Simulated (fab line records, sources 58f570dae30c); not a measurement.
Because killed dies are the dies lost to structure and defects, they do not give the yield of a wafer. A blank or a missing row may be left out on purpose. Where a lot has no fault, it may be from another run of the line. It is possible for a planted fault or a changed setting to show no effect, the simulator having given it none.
A struck lot beside a sound one | flow berkeleyCmos170 | 17 steps out of a route of 331
Sound: wafers L672.1, L672.2, L672.6. Wafers struck: L683.1, L683.5, L683.6. The cause is named last.
For every step that has rows: the tool of each side, followed by ch and its chambers, followed by its first start. Under that, the readings that differ: sound wafers | struck wafers | difference of the means | sigmas: that difference in standard deviations of wafers without a fault.
alike: readings with means less than 2 such deviations apart, plus words and numbers identical on both sides. not compared: withheld readings, readings lacking a value on some wafer, bounds such as >300 that could conceal the same value, and numbers that have no deviation in the record and whose values overlap.
The two part at a step that has a row with sigmas, a row that says differs or no value, or rows on one side only. Non-overlapping numbers with no deviation appear without sigmas and do not part them. A reading that every wafer of one side lacks parts them only if that side has two wafers or more.

UCB170_NWELL_THK_MEAS_02:
  sound: filmMetro-04 at day 2 18:45; struck: filmMetro-03 at day 5 03:29
  alike: NWELL_OXIDE_THK
then, 2 steps without rows for these wafers: UCB170_NWELL_ANNEAL_03 (time 900 s); UCB170_NWELL_CVD_04 (deposits Si3N4 from SiH2Cl2/NH3, target thk 224 nm, time 3360 s).
UCB170_NWELL_THK_MEAS_05:
  sound: filmMetro-04 at day 3 00:26; struck: filmMetro-04 at day 5 10:20
  alike: NWELL_NITRIDE_THK
then, 6 steps without rows for these wafers: UCB170_NWELL_HMDS_06 (prime time 60 s); UCB170_NWELL_COAT_07 (resist thk 900 nm); UCB170_NWELL_SOFTBAKE_08 (time 60 s); UCB170_NWELL_EXPOSE_09 (exposes mask NWELL, target cd 3000 nm); UCB170_NWELL_PEB_10; UCB170_NWELL_DEVELOP_11 (develop time 45 s).
UCB170_NWELL_OVL_MEAS_12:
  sound: overlay-02 at day 3 01:38; struck: overlay-01 at day 5 11:14
  alike: NWELL_OVL
UCB170_NWELL_ETCH_13: etches Si3N4 in CH3F/Ar/O2, stops on SiO2, target depth 246.4 nm, time 154 s.
  sound on rieDiel-04 ch 0,1, day 3 01:40; struck on rieDiel-03 ch 0,2,3, day 5 11:16
  alike: drypumpMotorCurrentA, mfcArSccm, oesProductAu, throttleValvePct
  not compared: rfHoursCounterH
UCB170_NWELL_IMPLANT_14:
  sound on implanter-02 ch 0, day 3 01:46; struck on implanter-04 ch 0, day 5 11:22
reading                  | sound             | struck            | difference | sigmas
implantIonAmu            | 31 31 31          | 75 75 75          | +44        | 
model.implant.rpNm (nm)  | 181.3 181.3 181.3 | 83.29 83.29 83.29 | -98.01     | 
model.implant.drpNm (nm) | 62.72 62.72 62.72 | 33.4 33.4 33.4    | -29.3      | 
  alike: beamEnergyKeV, beamOnS
UCB170_NWELL_STRIP_15: strips in O2.
  sound on plasmaAsher-04 ch 0,1, day 3 01:55; struck on plasmaAsher-04 ch 0,1, day 5 11:31
reading                  | sound             | struck            | difference | sigmas
stripTimeToEndpointS (s) | 17.97 18.03 18.06 | 17.80 17.85 17.85 | -0.19      | -3
  alike: drypumpMotorCurrentA, oesProductAu
  not compared: rfHoursCounterH
UCB170_NWELL_TW_MEAS_16:
  sound: filmMetro-02 at day 3 02:01; struck: filmMetro-04 at day 5 11:37
reading  | sound          | struck         | difference | sigmas
NWELL_TW | 1245 1241 1238 | 1792 1793 1788 | +550       | +89
then, 1 step without rows for these wafers: UCB170_NWELL_CLEAN_17 (cleans in SPM, time 600 s).
-- the record jumps here: 6 days lie between the struck wafers' starts before and after (it left off in module NWELL and takes up again in module M3, whose first step shown is number 331 of the route) --
UCB170_M3_PROBE_99:
  rows exist in the record for the struck wafers here (prober-02, day 11 16:18), but not for the sound ones

## WHERE THEY PART
At UCB170_NWELL_STRIP_15 first; at UCB170_M3_PROBE_99 last (within this record only).

WHY: whatever the simulator had introduced
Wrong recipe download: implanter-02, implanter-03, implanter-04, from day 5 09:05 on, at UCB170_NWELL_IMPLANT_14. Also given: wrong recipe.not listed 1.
